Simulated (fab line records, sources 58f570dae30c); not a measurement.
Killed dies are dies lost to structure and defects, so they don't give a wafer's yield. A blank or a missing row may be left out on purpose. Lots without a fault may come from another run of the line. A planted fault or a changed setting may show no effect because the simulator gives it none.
Which tool did it? | flow berkeley_cmos170 | 6 lots, 18 wafers sampled, at 2 steps of a route of 331

WHAT THE GAUGES READ, wafer by wafer
UCB170_PSD_CD_MEAS_06: target cd 1200 nm.
lot  | measured     | on        | cd_nm (nm)
L262 | day 8 07:46  | cd_sem-01 | 1200.1 1200.6 1199.0
L263 | day 8 07:29  | cd_sem-01 | 1202.6 1202.0 1202.1
L269 | day 9 17:26  | cd_sem-02 | 1194.7 1196.2 1195.9
L278 | day 11 01:18 | cd_sem-01 | 1199.3 1199.8 1197.9
L279 | day 11 07:46 | cd_sem-01 | 1199.0 1198.5 1199.1
L282 | day 11 22:43 | cd_sem-01 | 1199.3 1198.1 1199.3

WHICH TOOL RAN EACH LOT (tool, then ch and the chambers of the sampled wafers, then the start)
lot  | UCB170_PSD_EXPOSE_03
L262 | krf_scanner-02 ch 0, day 8 07:23
L263 | krf_scanner-01 ch 0, day 8 07:00
L269 | krf_scanner-02 ch 0, day 9 16:57
L278 | krf_scanner-01 ch 0, day 11 00:42
L279 | krf_scanner-02 ch 0, day 11 07:22
L282 | krf_scanner-01 ch 0, day 11 22:08
- UCB170_PSD_EXPOSE_03: exposes mask PSELECT MOD, target cd 1200 nm.

THE ANSWER, worked out from the rows above alone
Rule: what is usual is taken from the lots themselves. Put in order of their means at a reading, lots are off if they are a third of the lots or fewer, leave a main group of 4 or more, and stand apart from it by a gap of 3 or more times the standard deviation of the main group's means; of several such gaps the widest counts. A main group whose means are all the same, to the digits that the tables above print for the reading, isn't used. A lot without any number at a reading at which 4 lots or more have one is off too. The other lots that the step has rows for count as sound.
No lot is off at any reading shown: from this, nothing can be told.

WHAT THE SIMULATOR HAD PUT IN
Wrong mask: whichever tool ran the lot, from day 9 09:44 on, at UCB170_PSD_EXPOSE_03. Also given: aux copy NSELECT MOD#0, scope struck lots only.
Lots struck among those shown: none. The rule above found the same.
